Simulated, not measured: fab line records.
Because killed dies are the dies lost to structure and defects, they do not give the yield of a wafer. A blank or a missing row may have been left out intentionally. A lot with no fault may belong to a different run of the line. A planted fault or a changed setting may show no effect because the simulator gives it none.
Lot-split experiment	flow berkeleyCmos170	27 wafers read across 5 lots, on a route 331 steps long

SPLIT DETAILS
At UCB170_M2_METAL_ETCH_18 (etches Al in Cl2/BCl3, stops on SiO2, target depth 1170 nm, time 195 s), the setting timeS was moved away from the recipe's 195 s on 12 of the 27 wafers read, by -36.6% to +41.7%. This setting was run at the recipe's value on the other wafers.

SPLIT TO READING: what lies between them in the file, 1 step
- UCB170_M2_STRIP_19: strips in O2

THE READING
At UCB170_M2_CD_MEAS_90: cdNm in nanometres, against a target cd of 700 nm. A value of 701 nm with a standard deviation of 3.1 nm is what fault-free wafers of this fab line usually give.

wafer	tool, chamber at the split	timeS as run, s	against the recipe	cdNm, nm	against lot-mates on the recipe
L075.1	rieMetal-03, 0	195	recipe	693	-
L075.2	rieMetal-03, 1	195	recipe	702	-
L075.3	rieMetal-03, 0	276.3	+41.7%	676	-23
L075.4	rieMetal-03, 1	276.3	+41.7%	680	-19
L075.5	rieMetal-03, 1	195	recipe	702	-
L075.6	rieMetal-03, 0	276.3	+41.7%	675	-24
L074.1	rieMetal-04, 1	195	recipe	702	-
L074.2	rieMetal-04, 0	195	recipe	699	-
L074.3	rieMetal-04, 1	123.6	-36.6%	719	+19
L074.4	rieMetal-04, 0	123.6	-36.6%	713	+13
L074.5	rieMetal-04, 1	123.6	-36.6%	717	+17
L074.6	rieMetal-04, 0	195	recipe	698	-
L077.1	rieMetal-02, 0	237.5	+21.8%	694	-7
L077.2	rieMetal-02, 1	237.5	+21.8%	686	-15
L077.3	rieMetal-02, 1	195	recipe	700	-
L077.4	rieMetal-02, 0	237.5	+21.8%	697	-4
L077.5	rieMetal-02, 1	195	recipe	700	-
L077.6	rieMetal-02, 0	195	recipe	703	-
L083.2	rieMetal-02, 1	195	recipe	700	-
L083.4	rieMetal-02, 1	195	recipe	701	-
L083.5	rieMetal-02, 0	195	recipe	706	-
L084.1	rieMetal-04, 0	195	recipe	701	-
L084.2	rieMetal-04, 1	195	recipe	704	-
L084.3	rieMetal-04, 1	195	recipe	699	-
L084.4	rieMetal-04, 0	156.8	-19.6%	708	+7
L084.5	rieMetal-04, 1	156.8	-19.6%	708	+7
L084.6	rieMetal-04, 0	156.8	-19.6%	711	+10

FIT RESULTS
A straight line over all 27 wafers: cdNm changes by -0.483 nm for each +1% of timeS; r = -0.95; the points scatter about the line by 3.4 nm.
The same after taking each lot's own level away (the mean of its wafers on the recipe; 27 wafers): -0.473 nm for each +1%; r = -0.96; scatter 3.1 nm.
According to that fit, moving timeS by its largest amount changes the reading by 20 nm.
Measured against the standard deviation above, the lots' own levels, which go from 699.0 to 702.3 nm, span 1.1 times it.
Consequently the slope shifts little with the lot-to-lot level, the two slopes agreeing.
Check: with one of the wafers moved furthest among these (+41.7%) left out of the fit, the line predicts -19.4 nm for it against its lot-mates. It came out at -23 nm against them.

THE WHOLE CHAIN: every reading that the file lists as answering this split, in the file's order
step	what it does	reading	change (the file's fit)	r (the file's)
UCB170_M2_METAL_ETCH_18	etches Al in Cl2/BCl3, stops on SiO2, target depth 1170 nm, time 195 s	M2.featureDepthNm (the simulator's own value, which no gauge read)	not straight: 733.3 at the lowest setting, 949.1 at the recipe, 965.4 at the highest	not given
UCB170_M2_METAL_ETCH_18	etches Al in Cl2/BCl3, stops on SiO2, target depth 1170 nm, time 195 s	KrF_of_M2_COAT_10.thkNm (the simulator's own value, which no gauge read)	-5.91 nm for each +1% of the setting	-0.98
UCB170_M2_STRIP_19	strips in O2	oesProductAu	-0.00543 a.u. for each +1% of the setting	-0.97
UCB170_M2_CD_MEAS_90	target cd 700 nm	cdNm	-0.479 nm for each +1% of the setting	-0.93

THE FILE'S OWN FIT
cdNm changes by -0.479 nm for each +1% of timeS, r = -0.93.
